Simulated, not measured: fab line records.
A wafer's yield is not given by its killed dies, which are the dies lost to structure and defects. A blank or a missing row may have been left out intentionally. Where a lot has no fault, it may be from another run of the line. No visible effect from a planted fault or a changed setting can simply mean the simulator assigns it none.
Code-filled problem report in 8D (eight disciplines) form :: flow rit_cmos :: the parts of the form that need people (team, actions taken, sign-off) are left out

## 1. THE PROBLEM
spin_speed_rpm at RIT_M1_COAT_04 reads a mean of 2052.3 rpm on 6 wafers of 2 lots; wafers without a fault read 2000.0 rpm with a standard deviation of 1.6. Relative to the usual mean, that is a shift of +33 standard deviations.
The step: resist thk 1325 nm.
First observed at day 6 09:16: wafer L159.2, on litho_track-03. The record has a number at this step for 18 wafers belonging to 6 lots. The rule behind "out" and "out of limits": a value lying over 4 standard deviations away from the usual mean. All remaining wafers that have a number are taken as sound.

## 2. WHAT IT IS, WHAT IT ISN'T
question: which readings at this step
is: spin_speed_rpm
is not: -

question: which lots
is: L159, L161
is not: L152, L153, L163, L165

question: which wafers of those lots
is: all that have a number
is not: -

question: read on which tools
is: litho_track-03
is not: litho_track-01, litho_track-04

question: when
is: from day 6 09:16
is not: up to then (6 sound wafers); but 6 sound wafers of L163, L165 came after

## 3. WHAT RULES OUT EACH SUSPECT
Counting: a tool at a process step up to the reading stays a suspect if it ran every lot that is out and no sound lot after the first of them.
- pvd_sputter-02 at RIT_M1_SPUTTER_00 (material Al, target thk 400 nm, time 500 s): ruled out as a lasting fault. Sound lots L165 ran on it after its first lot that is out, L159 (day 6 08:37).
- litho_track-03 at RIT_M1_COAT_04 (resist thk 1325 nm): kept. All lots that are out passed through it, beginning with L159 at day 6 09:16, and no sound lot followed; its final sound lot before that point was L153 at day 5 02:08. On those wafers its own readings are out: spin_speed_rpm.
The count leaves litho_track-03 at RIT_M1_COAT_04.

## 4. THE CAUSE (what the simulator had put in)
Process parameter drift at RIT_M1_COAT_04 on litho_track-03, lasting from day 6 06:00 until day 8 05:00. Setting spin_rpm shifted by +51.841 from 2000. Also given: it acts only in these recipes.
This tool alone remained once counting was done.

## 5. THE CHAIN OF EFFECTS, in route order
Each row: a reading where the mean over the struck wafers with a number is more than 3 standard deviations away from the usual. Readings are gone through only where the record gives a usual standard deviation; hours: the median, over the lots, of the time from a lot's start at the first step in this table giving one to that lot's start at this step; sigmas: the change measured in usual standard deviations.
hours: 0
step: RIT_M1_COAT_04
reading: spin_speed_rpm
usual: 2000.0 rpm
on struck wafers: 2052.3
change: +52.3
sigmas: +33
The process steps in it:
- RIT_M1_COAT_04: resist thk 1325 nm.
Later measuring or inspecting steps at which every struck wafer that the step has a row for has a number for every such reading, and none has moved that far: RIT_M1_CD_MEAS_09, RIT_M1_OVL_MEAS_10.

## 6. HOW IT WOULD HAVE BEEN CAUGHT EARLIER
The fault began at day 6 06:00; the first out-of-limits reading in this record came at day 6 09:16, 3 hours later.
